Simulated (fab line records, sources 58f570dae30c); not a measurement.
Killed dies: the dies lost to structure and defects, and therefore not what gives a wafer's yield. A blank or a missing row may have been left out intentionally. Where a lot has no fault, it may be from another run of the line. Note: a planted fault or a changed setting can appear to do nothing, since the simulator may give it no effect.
A lot that was struck, set against a sound lot	flow berkeley cmos170	44 steps out of a route of 331
Sound: these wafers, L711.4, L711.5, L711.6. Wafers L707.4, L707.5, L707.6 were the ones struck. At the end, the cause is stated.
Per side, at each step with rows, come the tool, then ch with its chambers, and then its first start. Under that, the readings that differ: sound wafers	struck wafers	difference of the means	sigmas: that difference in standard deviations of wafers without a fault.
alike: words and numbers the same on both sides, and readings whose means are apart by under 2 such deviations; not compared: readings that were withheld, readings missing a value for some wafer, numbers with overlapping values and no deviation given by the record, and bounds like >300 which may hide the same value.
The two part at a step that has a row with sigmas, a row that says differs or no value, or rows on one side only. Numbers that have no deviation but don't overlap get no sigmas and don't part them. Lack of a reading on every wafer of one side parts them only where that side has two or more wafers.

UCB170_PLDD_STRIP_10: strips in O2.
  sound on plasma asher-04 ch 0,1, day 11 18:22; struck on plasma asher-04 ch 0,1, day 10 20:58
  alike: drypump motor current A, oes product au, strip time to endpoint s
  not compared: rf hours counter h
UCB170_PLDD_TW_MEAS_11:
  sound: film metro-01 at day 11 18:28; struck: film metro-02 at day 10 21:04
  alike: PLDD_TW
then, 7 steps without rows for these wafers: UCB170_PLDD_CLEAN_12 (cleans in SPM, time 600 s); UCB170_NLDD_HMDS_00 (prime time 60 s); UCB170_NLDD_COAT_01 (resist thk 900 nm); UCB170_NLDD_SOFTBAKE_02 (time 60 s); UCB170_NLDD_EXPOSE_03 (exposes mask NSELECT, target cd 1200 nm); UCB170_NLDD_PEB_04; UCB170_NLDD_DEVELOP_05 (develop time 45 s).
UCB170_NLDD_CD_MEAS_06 targets a cd of 1200 nm.
  sound: cd sem-01 at day 11 21:19; struck: cd sem-01 at day 10 22:21
  alike: cd nm
UCB170_NLDD_OVL_MEAS_07:
  sound: overlay-01 at day 11 21:24; struck: overlay-01 at day 10 22:26
  alike: NLDD_OVL
next, for these wafers, 1 step has no rows: UCB170_NLDD_IMPLANT_08.
UCB170_NLDD_IMPLANT_09:
  sound on implanter-01 ch 0, day 11 21:38; struck on implanter-01 ch 0, day 10 22:59
  alike: faraday current uA, rotation deg
UCB170_NLDD_STRIP_10: strips in O2.
  sound on plasma asher-02 ch 0,1, day 11 21:45; struck on plasma asher-02 ch 0,1, day 10 23:06
  alike: drypump motor current A, oes product au, strip time to endpoint s
  not compared: rf hours counter h
UCB170_NLDD_TW_MEAS_11:
  sound: film metro-02 at day 11 21:50; struck: film metro-01 at day 10 23:18
reading	sound	struck	difference	sigmas
NLDD_TW	2210 2197 2193	2436 2432 2446	+238	+15
then, 1 step without rows for these wafers: UCB170_NLDD_CLEAN_12 (cleans in SPM, time 600 s).
UCB170_SPACER_CVD_00: deposits SiO2 from TEOS/O2, target thk 376 nm, time 47 s.
  sound on pecvd-03 ch 0,1,2, day 11 22:04; struck on pecvd-03 ch 0,1,2, day 10 23:34
  alike: heater power w
UCB170_SPACER_THK_MEAS_01:
  sound: film metro-03 at day 11 22:07; struck: film metro-03 at day 10 23:42
  alike: SPACER_TEOS_THK
then, 8 steps without rows for these wafers: UCB170_SPACER_ANNEAL_02 (time 1800 s); UCB170_SPACER_ETCHBACK_03 (etches SiO2 in CHF3/CF4/Ar, stops on Si, target depth 376 nm, time 100 s); UCB170_PSD_HMDS_00 (prime time 60 s); UCB170_PSD_COAT_01 (resist thk 900 nm); UCB170_PSD_SOFTBAKE_02 (time 60 s); UCB170_PSD_EXPOSE_03 (exposes mask PSELECT MOD, target cd 1200 nm); UCB170_PSD_PEB_04; UCB170_PSD_DEVELOP_05 (develop time 45 s).
UCB170_PSD_CD_MEAS_06 targets a cd of 1200 nm.
  sound: cd sem-02 at day 12 03:54; struck: cd sem-02 at day 11 07:25
  alike: cd nm
UCB170_PSD_OVL_MEAS_07:
  sound: overlay-01 at day 12 03:59; struck: overlay-02 at day 11 07:29
  alike: PSD_OVL
next, for these wafers, 1 step has no rows: UCB170_PSD_IMPLANT_08.
UCB170_PSD_STRIP_09: strips in O2.
  sound on plasma asher-01 ch 0,1, day 12 04:11; struck on plasma asher-01 ch 0,1, day 11 07:41
  alike: drypump motor current A, oes product au, strip time to endpoint s
  not compared: rf hours counter h
UCB170_PSD_TW_MEAS_10:
  sound: film metro-02 at day 12 04:17; struck: film metro-03 at day 11 07:47
  alike: PSD_TW
then, 7 steps without rows for these wafers: UCB170_PSD_CLEAN_11 (cleans in SPM, time 600 s); UCB170_NSD_HMDS_00 (prime time 60 s); UCB170_NSD_COAT_01 (resist thk 900 nm); UCB170_NSD_SOFTBAKE_02 (time 57.68 s); UCB170_NSD_EXPOSE_03 (exposes mask NSELECT MOD, target cd 1200 nm); UCB170_NSD_PEB_04; UCB170_NSD_DEVELOP_05 (develop time 45 s).
UCB170_NSD_CD_MEAS_06 targets a cd of 1200 nm.
  sound: cd sem-01 at day 12 08:41; struck: cd sem-01 at day 11 08:53
reading	sound	struck	difference	sigmas
cd nm (nm)	1200.3 1200.4 1199.0	1203.4 1203.4 1203.1	+3.4	+2
UCB170_NSD_OVL_MEAS_07:
  sound: overlay-02 at day 12 08:45; struck: overlay-01 at day 11 08:58
  alike: NSD_OVL
next, for these wafers, 1 step has no rows: UCB170_NSD_IMPLANT_08.
UCB170_NSD_STRIP_09: strips in O2.
  sound on plasma asher-03 ch 0,1, day 12 08:58; struck on plasma asher-01 ch 0,1, day 11 09:10
  alike: drypump motor current A, oes product au, strip time to endpoint s
  not compared: rf hours counter h
UCB170_SDANNEAL_RS_MEAS_05: a four-point-probe measurement.
  sound: film metro-03 at day 12 11:02; struck: film metro-02 at day 11 11:04
reading	sound	struck	difference	sigmas
NLDD_RS (ohm/sq)	617.8 616.9 616.5	465.1 464.9 465.0	-152.1	-99 or more
UCB170_M3_PROBE_99:
  rows exist in the record for the struck wafers here (prober-01, day 12 15:12), but not for the sound ones

WHERE THEY PART
At UCB170_NLDD_TW_MEAS_11 first; at UCB170_M3_PROBE_99 last (within this record only).

WHY: whatever the simulator had introduced
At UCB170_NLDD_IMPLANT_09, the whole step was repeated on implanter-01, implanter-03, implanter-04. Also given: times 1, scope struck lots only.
